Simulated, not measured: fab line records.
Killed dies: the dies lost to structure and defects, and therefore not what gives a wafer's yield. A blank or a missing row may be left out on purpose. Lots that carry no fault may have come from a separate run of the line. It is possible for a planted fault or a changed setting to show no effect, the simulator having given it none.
Which tool was responsible? || flow berkeley_cmos170 || Sampling: 14 lots, 42 wafers, 4 of 331 route steps

## WHAT THE GAUGES READ, wafer by wafer
UCB170_PLDD_CD_MEAS_06: the cd target is 1200 nm. Usual: cd_nm 1200.2 nm, standard deviation 1.2.
{"lot": "L129", "measured": "day 7 11:19", "on": "cd_sem-01", "cd_nm (nm)": "1200.2 1200.9 1199.4", "flag": ""}
{"lot": "L128", "measured": "day 7 11:34", "on": "cd_sem-01", "cd_nm (nm)": "1202.1 1201.3 1200.7", "flag": ""}
{"lot": "L130", "measured": "day 7 11:53", "on": "cd_sem-02", "cd_nm (nm)": "1200.6 1202.3 1202.6", "flag": ""}
{"lot": "L131", "measured": "day 8 10:38", "on": "cd_sem-02", "cd_nm (nm)": "1200.1 1200.8 1200.8", "flag": ""}
{"lot": "L133", "measured": "day 8 10:53", "on": "cd_sem-01", "cd_nm (nm)": "1200.0 1199.9 1200.6", "flag": ""}
{"lot": "L139", "measured": "day 9 05:28", "on": "cd_sem-01", "cd_nm (nm)": "1200.6 1199.0 1199.2", "flag": ""}
{"lot": "L141", "measured": "day 10 08:32", "on": "cd_sem-02", "cd_nm (nm)": "1200.4 1200.1 1202.1", "flag": ""}
{"lot": "L144", "measured": "day 11 02:37", "on": "cd_sem-01", "cd_nm (nm)": "1199.7 1198.8 1200.6", "flag": ""}
{"lot": "L148", "measured": "day 11 22:26", "on": "cd_sem-01", "cd_nm (nm)": "1199.6 1198.3 1198.8", "flag": ""}
{"lot": "L146", "measured": "day 11 22:43", "on": "cd_sem-01", "cd_nm (nm)": "1198.4 1198.0 1197.8", "flag": ""}
{"lot": "L147", "measured": "day 11 22:50", "on": "cd_sem-02", "cd_nm (nm)": "1199.5 1200.4 1200.9", "flag": ""}
{"lot": "L145", "measured": "day 11 23:07", "on": "cd_sem-02", "cd_nm (nm)": "1199.5 1199.1 1198.7", "flag": ""}
{"lot": "L151", "measured": "day 12 21:20", "on": "cd_sem-01", "cd_nm (nm)": "1200.8 1199.3 1200.8", "flag": ""}
{"lot": "L150", "measured": "day 12 21:43", "on": "cd_sem-01", "cd_nm (nm)": "1201.6 1198.7 1199.7", "flag": ""}

UCB170_PSD_OVL_MEAS_07. Usual: PSD_OVL typically reads -3 nm, with standard deviation 5.2.
{"lot": "L129", "measured": "day 7 21:30", "on": "overlay-01", "PSD_OVL (nm)": "4 7 1", "flag": ""}
{"lot": "L128", "measured": "day 7 21:40", "on": "overlay-02", "PSD_OVL (nm)": "-1 -8 -3", "flag": ""}
{"lot": "L130", "measured": "day 7 21:41", "on": "overlay-01", "PSD_OVL (nm)": "2 0 8", "flag": ""}
{"lot": "L131", "measured": "day 8 21:28", "on": "overlay-01", "PSD_OVL (nm)": "-2 -9 4", "flag": ""}
{"lot": "L133", "measured": "day 8 21:35", "on": "overlay-01", "PSD_OVL (nm)": "1 3 2", "flag": ""}
{"lot": "L139", "measured": "day 9 16:55", "on": "overlay-01", "PSD_OVL (nm)": "-2 -6 -1", "flag": ""}
{"lot": "L141", "measured": "day 10 19:44", "on": "overlay-02", "PSD_OVL (nm)": "-6 -1 -8", "flag": ""}
{"lot": "L144", "measured": "day 11 11:28", "on": "overlay-02", "PSD_OVL (nm)": "2 -2 5", "flag": ""}
{"lot": "L148", "measured": "day 12 15:25", "on": "overlay-02", "PSD_OVL (nm)": "-9 -6 -6", "flag": ""}
{"lot": "L146", "measured": "day 12 15:41", "on": "overlay-01", "PSD_OVL (nm)": "-3 -8 -5", "flag": ""}
{"lot": "L147", "measured": "day 12 15:46", "on": "overlay-01", "PSD_OVL (nm)": "-4 -6 -3", "flag": ""}
{"lot": "L145", "measured": "day 12 15:53", "on": "overlay-02", "PSD_OVL (nm)": "-7 -6 3", "flag": ""}
{"lot": "L151", "measured": "day 13 08:22", "on": "overlay-01", "PSD_OVL (nm)": "5 4 7", "flag": ""}
{"lot": "L150", "measured": "day 13 08:37", "on": "overlay-02", "PSD_OVL (nm)": "-3 1 -9", "flag": ""}

UCB170_SDANNEAL_RS_MEAS_05: the measuring method here is four-point-probe. Usual: NLDD_RS typically reads 616.8 ohm/sq, with standard deviation 1.3.
{"lot": "L129", "measured": "day 8 00:54", "on": "film_metro-01", "NLDD_RS (ohm/sq)": "616.6 617.1 616.8", "flag": ""}
{"lot": "L128", "measured": "day 8 01:07", "on": "film_metro-03", "NLDD_RS (ohm/sq)": "616.0 615.6 614.6", "flag": ""}
{"lot": "L130", "measured": "day 8 01:22", "on": "film_metro-02", "NLDD_RS (ohm/sq)": "617.9 619.2 619.3", "flag": ""}
{"lot": "L131", "measured": "day 9 01:47", "on": "film_metro-02", "NLDD_RS (ohm/sq)": "619.2 618.5 619.6", "flag": ""}
{"lot": "L133", "measured": "day 9 02:18", "on": "film_metro-02", "NLDD_RS (ohm/sq)": "616.2 617.5 618.2", "flag": ""}
{"lot": "L139", "measured": "day 9 21:14", "on": "film_metro-03", "NLDD_RS (ohm/sq)": "615.7 615.0 616.2", "flag": ""}
{"lot": "L141", "measured": "day 10 23:14", "on": "film_metro-01", "NLDD_RS (ohm/sq)": "616.8 617.9 616.5", "flag": ""}
{"lot": "L144", "measured": "day 11 15:54", "on": "film_metro-02", "NLDD_RS (ohm/sq)": "618.0 618.7 617.3", "flag": ""}
{"lot": "L148", "measured": "day 12 21:16", "on": "film_metro-02", "NLDD_RS (ohm/sq)": "617.7 618.6 620.1", "flag": ""}
{"lot": "L146", "measured": "day 12 21:22", "on": "film_metro-03", "NLDD_RS (ohm/sq)": "616.1 615.1 617.1", "flag": ""}
{"lot": "L147", "measured": "day 12 21:31", "on": "film_metro-01", "NLDD_RS (ohm/sq)": "615.9 616.7 616.4", "flag": ""}
{"lot": "L145", "measured": "day 12 21:49", "on": "film_metro-02", "NLDD_RS (ohm/sq)": "619.2 616.2 617.1", "flag": ""}
{"lot": "L151", "measured": "day 13 14:17", "on": "film_metro-03", "NLDD_RS (ohm/sq)": "616.9 617.0 616.4", "flag": ""}
{"lot": "L150", "measured": "day 13 14:30", "on": "film_metro-01", "NLDD_RS (ohm/sq)": "615.3 615.6 616.2", "flag": ""}

## WHICH TOOL RAN EACH LOT (tool, then ch and the chambers of the sampled wafers, then the start)
{"lot": "L129", "UCB170_BACKSIDE_SOFTBAKE_02": "litho_track-04 ch 0, day 7 23:59"}
{"lot": "L128", "UCB170_BACKSIDE_SOFTBAKE_02": "litho_track-02 ch 0, day 8 00:13"}
{"lot": "L130", "UCB170_BACKSIDE_SOFTBAKE_02": "litho_track-04 ch 0, day 8 00:27"}
{"lot": "L131", "UCB170_BACKSIDE_SOFTBAKE_02": "litho_track-02 ch 0, day 9 00:52"}
{"lot": "L133", "UCB170_BACKSIDE_SOFTBAKE_02": "litho_track-04 ch 0, day 9 01:12"}
{"lot": "L139", "UCB170_BACKSIDE_SOFTBAKE_02": "litho_track-04 ch 0, day 9 20:14"}
{"lot": "L141", "UCB170_BACKSIDE_SOFTBAKE_02": "litho_track-02 ch 0, day 10 22:20"}
{"lot": "L144", "UCB170_BACKSIDE_SOFTBAKE_02": "litho_track-01 ch 0, day 11 14:59"}
{"lot": "L148", "UCB170_BACKSIDE_SOFTBAKE_02": "litho_track-04 ch 0, day 12 20:21"}
{"lot": "L146", "UCB170_BACKSIDE_SOFTBAKE_02": "litho_track-02 ch 0, day 12 20:28"}
{"lot": "L147", "UCB170_BACKSIDE_SOFTBAKE_02": "litho_track-01 ch 0, day 12 20:36"}
{"lot": "L145", "UCB170_BACKSIDE_SOFTBAKE_02": "litho_track-02 ch 0, day 12 20:54"}
{"lot": "L151", "UCB170_BACKSIDE_SOFTBAKE_02": "litho_track-01 ch 0, day 13 13:10"}
{"lot": "L150", "UCB170_BACKSIDE_SOFTBAKE_02": "litho_track-01 ch 0, day 13 13:35"}
- UCB170_BACKSIDE_SOFTBAKE_02: time 60 s.

## WHAT THE TOOLS THEMSELVES READ (means of the sampled wafers that have a number; where no wafer has one, the mark that the record gives instead)
UCB170_BACKSIDE_SOFTBAKE_02. Usual: run_length_s 89.13 s, standard deviation 0.17.
{"lot": "L129", "tool": "litho_track-04", "run_length_s (s)": 89.30, "flag": ""}
{"lot": "L128", "tool": "litho_track-02", "run_length_s (s)": 88.90, "flag": ""}
{"lot": "L130", "tool": "litho_track-04", "run_length_s (s)": 89.15, "flag": ""}
{"lot": "L131", "tool": "litho_track-02", "run_length_s (s)": 89.00, "flag": ""}
{"lot": "L133", "tool": "litho_track-04", "run_length_s (s)": 103.66, "flag": "OFF"}
{"lot": "L139", "tool": "litho_track-04", "run_length_s (s)": 103.60, "flag": "OFF"}
{"lot": "L141", "tool": "litho_track-02", "run_length_s (s)": 89.05, "flag": ""}
{"lot": "L144", "tool": "litho_track-01", "run_length_s (s)": 89.35, "flag": ""}
{"lot": "L148", "tool": "litho_track-04", "run_length_s (s)": 89.24, "flag": ""}
{"lot": "L146", "tool": "litho_track-02", "run_length_s (s)": 89.06, "flag": ""}
{"lot": "L147", "tool": "litho_track-01", "run_length_s (s)": 89.25, "flag": ""}
{"lot": "L145", "tool": "litho_track-02", "run_length_s (s)": 88.93, "flag": ""}
{"lot": "L151", "tool": "litho_track-01", "run_length_s (s)": 89.31, "flag": ""}
{"lot": "L150", "tool": "litho_track-01", "run_length_s (s)": 89.27, "flag": ""}

## THE ANSWER, worked out from the rows above alone
Rule: take the mean of a lot's wafers that have a number; if it is more than 3 standard deviations from the usual mean, the lot is off. Also off: a lot with no number at a reading for which 4 or more lots have one. The other lots that the step has rows for count as sound. After the gauges, taken in route order, come the tools' own readings; for these a lot's mean is taken, as printed above. The first step at which some lot is off is used, and at that step the reading that is off furthest; a lot without a number counts as furthest.
Off, at UCB170_BACKSIDE_SOFTBAKE_02 on run_length_s: L133, L139.
If a tool, at that step or one of the process steps before it, ran each lot that is off and ran no sound lot following the first of them, it fits. Of those tried, none fits.

## WHAT THE SIMULATOR PUT IN
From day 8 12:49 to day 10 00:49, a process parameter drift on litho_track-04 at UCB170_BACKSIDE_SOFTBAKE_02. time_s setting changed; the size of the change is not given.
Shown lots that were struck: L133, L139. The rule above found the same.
